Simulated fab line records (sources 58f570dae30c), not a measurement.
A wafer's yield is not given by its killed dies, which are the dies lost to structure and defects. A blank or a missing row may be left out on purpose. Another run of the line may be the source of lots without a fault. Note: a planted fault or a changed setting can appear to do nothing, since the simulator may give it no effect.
Split-lot trial / flow berkeley-cmos170 / 23 wafers read from 5 lots, route of 331 steps

## SPLIT DETAILS
At UCB170_M3_COAT_10 (resist thk 900 nm), the setting spin-rpm was moved away from the recipe's 1500 rpm on 9 of the 23 wafers read, by +3.8% to +6.5%. For the rest of the wafers, this setting stayed at what the recipe calls for.

The reading is taken at the split's own step.

## THE READING
KrF_of_M3_COAT_10.thk-nm (the simulator's own value, which no gauge read), in nm, at UCB170_M3_COAT_10 (resist thk 900 nm). The file does not state a usual value for it. Average 899.8 nm, standard deviation 2.3 nm, over the 14 wafers here run with the recipe.

wafer=L074.1; tool, chamber at the split=litho-track-01, 0; spin-rpm as run, rpm=1500; against the recipe=recipe; KrF_of_M3_COAT_10.thk-nm, nm=901; against lot-mates on the recipe=-
wafer=L074.4; tool, chamber at the split=litho-track-01, 0; spin-rpm as run, rpm=1500; against the recipe=recipe; KrF_of_M3_COAT_10.thk-nm, nm=900.1; against lot-mates on the recipe=-
wafer=L074.5; tool, chamber at the split=litho-track-01, 0; spin-rpm as run, rpm=1500; against the recipe=recipe; KrF_of_M3_COAT_10.thk-nm, nm=898; against lot-mates on the recipe=-
wafer=L079.1; tool, chamber at the split=litho-track-01, 0; spin-rpm as run, rpm=1500; against the recipe=recipe; KrF_of_M3_COAT_10.thk-nm, nm=903.6; against lot-mates on the recipe=-
wafer=L079.2; tool, chamber at the split=litho-track-01, 0; spin-rpm as run, rpm=1500; against the recipe=recipe; KrF_of_M3_COAT_10.thk-nm, nm=902.3; against lot-mates on the recipe=-
wafer=L079.3; tool, chamber at the split=litho-track-01, 0; spin-rpm as run, rpm=1557; against the recipe=+3.8%; KrF_of_M3_COAT_10.thk-nm, nm=888.3; against lot-mates on the recipe=-14.7
wafer=L079.4; tool, chamber at the split=litho-track-01, 0; spin-rpm as run, rpm=1557; against the recipe=+3.8%; KrF_of_M3_COAT_10.thk-nm, nm=885.5; against lot-mates on the recipe=-17.5
wafer=L079.6; tool, chamber at the split=litho-track-01, 0; spin-rpm as run, rpm=1557; against the recipe=+3.8%; KrF_of_M3_COAT_10.thk-nm, nm=884.7; against lot-mates on the recipe=-18.2
wafer=L082.1; tool, chamber at the split=litho-track-01, 0; spin-rpm as run, rpm=1500; against the recipe=recipe; KrF_of_M3_COAT_10.thk-nm, nm=896.9; against lot-mates on the recipe=-
wafer=L082.2; tool, chamber at the split=litho-track-01, 0; spin-rpm as run, rpm=1565; against the recipe=+4.3%; KrF_of_M3_COAT_10.thk-nm, nm=878.7; against lot-mates on the recipe=-18.6
wafer=L082.3; tool, chamber at the split=litho-track-01, 0; spin-rpm as run, rpm=1565; against the recipe=+4.3%; KrF_of_M3_COAT_10.thk-nm, nm=875.9; against lot-mates on the recipe=-21.4
wafer=L082.4; tool, chamber at the split=litho-track-01, 0; spin-rpm as run, rpm=1565; against the recipe=+4.3%; KrF_of_M3_COAT_10.thk-nm, nm=877.3; against lot-mates on the recipe=-20.0
wafer=L082.5; tool, chamber at the split=litho-track-01, 0; spin-rpm as run, rpm=1500; against the recipe=recipe; KrF_of_M3_COAT_10.thk-nm, nm=897.8; against lot-mates on the recipe=-
wafer=L081.1; tool, chamber at the split=litho-track-04, 0; spin-rpm as run, rpm=1597; against the recipe=+6.5%; KrF_of_M3_COAT_10.thk-nm, nm=872.9; against lot-mates on the recipe=-30.0
wafer=L081.2; tool, chamber at the split=litho-track-04, 0; spin-rpm as run, rpm=1500; against the recipe=recipe; KrF_of_M3_COAT_10.thk-nm, nm=902.5; against lot-mates on the recipe=-
wafer=L081.3; tool, chamber at the split=litho-track-04, 0; spin-rpm as run, rpm=1597; against the recipe=+6.5%; KrF_of_M3_COAT_10.thk-nm, nm=874.1; against lot-mates on the recipe=-28.8
wafer=L081.5; tool, chamber at the split=litho-track-04, 0; spin-rpm as run, rpm=1597; against the recipe=+6.5%; KrF_of_M3_COAT_10.thk-nm, nm=875; against lot-mates on the recipe=-27.9
wafer=L081.6; tool, chamber at the split=litho-track-04, 0; spin-rpm as run, rpm=1500; against the recipe=recipe; KrF_of_M3_COAT_10.thk-nm, nm=903.2; against lot-mates on the recipe=-
wafer=L084.1; tool, chamber at the split=litho-track-01, 0; spin-rpm as run, rpm=1500; against the recipe=recipe; KrF_of_M3_COAT_10.thk-nm, nm=897.8; against lot-mates on the recipe=-
wafer=L084.2; tool, chamber at the split=litho-track-01, 0; spin-rpm as run, rpm=1500; against the recipe=recipe; KrF_of_M3_COAT_10.thk-nm, nm=897.9; against lot-mates on the recipe=-
wafer=L084.3; tool, chamber at the split=litho-track-01, 0; spin-rpm as run, rpm=1500; against the recipe=recipe; KrF_of_M3_COAT_10.thk-nm, nm=898.2; against lot-mates on the recipe=-
wafer=L084.4; tool, chamber at the split=litho-track-01, 0; spin-rpm as run, rpm=1500; against the recipe=recipe; KrF_of_M3_COAT_10.thk-nm, nm=900; against lot-mates on the recipe=-
wafer=L084.6; tool, chamber at the split=litho-track-01, 0; spin-rpm as run, rpm=1500; against the recipe=recipe; KrF_of_M3_COAT_10.thk-nm, nm=897.7; against lot-mates on the recipe=-

THE FIT
A straight line over all 23 wafers: KrF_of_M3_COAT_10.thk-nm changes by -4.19 nm for each +1% of spin-rpm; r = -0.97; the points scatter about the line by 2.8 nm.
The same after taking each lot's own level away (the mean of its wafers on the recipe; 23 wafers): -4.49 nm for each +1%; r = -1.00; scatter 1.1 nm.
According to that fit, moving spin-rpm by its largest amount changes the reading by 29 nm.
Across the lots, their own levels run from 897.35 to 902.95 nm, a range of 2.5 times the standard deviation given above.
The two slopes agree, so the slope changes little with the lot-to-lot level.
Check: -28.8 nm against its lot-mates is what the line predicts for one of the wafers moved furthest among these (+6.5%) when that wafer is left out of the fit. It came out at -30 nm against them.

## OTHER SPLITS ON THESE WAFERS
These wafers also went through other splits before the reading. Each is held against what the fit with the lots' levels taken away leaves over:
other split on the same wafers=UCB170_M1_EXPOSE_06 dose-mj; wafers away from the commonest value=5; r with KrF_of_M3_COAT_10.thk-nm (lot level and that fit taken away)=-0.01
other split on the same wafers=UCB170_V1_PEB_10 peb-temp-c; wafers away from the commonest value=9; r with KrF_of_M3_COAT_10.thk-nm (lot level and that fit taken away)=+0.30
other split on the same wafers=UCB170_V2_COAT_07 spin-rpm; wafers away from the commonest value=10; r with KrF_of_M3_COAT_10.thk-nm (lot level and that fit taken away)=+0.33

## THE FILE'S OWN FIT
KrF_of_M3_COAT_10.thk-nm changes by -4.5 nm for each +1% of spin-rpm, r = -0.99.
